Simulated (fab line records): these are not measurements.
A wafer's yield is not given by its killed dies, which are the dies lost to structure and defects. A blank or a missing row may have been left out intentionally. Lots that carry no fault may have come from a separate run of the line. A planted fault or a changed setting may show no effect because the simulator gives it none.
One fault through the eyes of 2 desks | flow berkeley_cmos170 | every desk sees just its own numbers, and what lay behind them comes last

== AT THE TOOL OWNER'S DESK: rie_diel-01 ==
The tool's own readings at UCB170_SPACER_ETCHBACK_03 (etches SiO2 in CHF3/CF4/Ar, stops on Si, target depth 376 nm, time 100 s): means of the sampled wafers that have a number, for each lot that ran on this tool. The brackets show how far a lot's mean lies from the usual mean; more than 4 standard deviations puts the lot out of limits, marked OUT.
Columns: A = drypump_motor_current_A at UCB170_SPACER_ETCHBACK_03, usual 5.8 A; B = mfc_ar_sccm at UCB170_SPACER_ETCHBACK_03, usual 120.0 sccm; C = oes_product_au at UCB170_SPACER_ETCHBACK_03, usual 0.903 a.u.; D = run_length_s at UCB170_SPACER_ETCHBACK_03, usual 128.3 s; E = throttle_valve_pct at UCB170_SPACER_ETCHBACK_03, usual 6.48 %
lot  | first seen here | A   | B     | C                | D               | E
L363 | day 7 07:28     | 5.9 | 120.2 | 0.897            | 128.5           | 6.40
L367 | day 8 21:39     | 5.5 | 120.1 | 0.911            | 127.8           | 6.65
L377 | day 11 10:07    | 5.8 | 120.1 | 1.001 (+7.5) OUT | 103.0 (-54) OUT | 6.64
L378 | day 11 10:11    | 6.0 | 119.7 | 1.002 (+7.6) OUT | 103.5 (-53) OUT | 6.57
L380 | day 11 21:54    | 5.7 | 119.8 | 0.985 (+6.3) OUT | 103.2 (-53) OUT | 6.58
This desk's verdict: out of limits on L377, L378, L380, starting with L377 at day 11 10:07 (oes_product_au at UCB170_SPACER_ETCHBACK_03). Within limits: L363, L367.

== FROM THE METROLOGY DESK ==
Means of the sampled wafers that have a number, per lot and without regard to the tool the lot ran on: this is what the gauges read. The brackets show how far a lot's mean lies from the usual mean; more than 4 standard deviations puts the lot out of limits, marked OUT.
Columns: A = SACOX_OXIDE_THK at UCB170_SACOX_THK_MEAS_02, usual 14.4 nm; B = PSD_OVL at UCB170_PSD_OVL_MEAS_07, usual 3 nm; C = NSD_TW at UCB170_NSD_TW_MEAS_10, usual 4180
lot  | first seen here | A    | B  | C
L361 | day 5 10:46     | 14.3 | 1  | 4177
L362 | day 5 10:48     | 14.5 | 3  | 4160
L364 | day 5 21:37     | 14.3 | -6 | 4198
L363 | day 5 21:41     | 14.1 | 2  | 4166
L366 | day 6 13:41     | 14.3 | -6 | 4173
L367 | day 7 04:04     | 14.7 | 8  | 4182
L370 | day 7 04:05     | 14.1 | 6  | 4127
L373 | day 8 13:58     | 14.6 | 4  | 4166
L376 | day 9 04:45     | 14.4 | 1  | 4188
L378 | day 9 12:42     | 14.6 | -  | -
L377 | day 9 12:44     | 14.3 | -  | -
L380 | day 10 05:38    | 14.5 | -  | -
L381 | day 10 05:38    | 14.2 | 11 | 4225
L382 | day 10 20:06    | 13.8 | 1  | 4207
L383 | day 10 20:11    | 13.9 | 3  | 4217
Result from this desk: across the 15 lots, nothing is out of limits.

== BROUGHT TOGETHER ==
An alarm could have come from the tool owner's desk at day 11 10:07, on L377, L378, L380.
Metrology desk: nothing out of limits seen.
The metrology desk holds a record of L377, L378, L380, inside its limits.
UCB170_SPACER_ETCHBACK_03 was run on rie_diel-01 by each of the lots named.

== WHAT THE SIMULATOR PUT IN ==
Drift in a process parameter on rie_diel-01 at UCB170_SPACER_ETCHBACK_03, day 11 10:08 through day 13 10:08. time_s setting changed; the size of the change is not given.
Shown lots that were struck: L377, L378, L380.
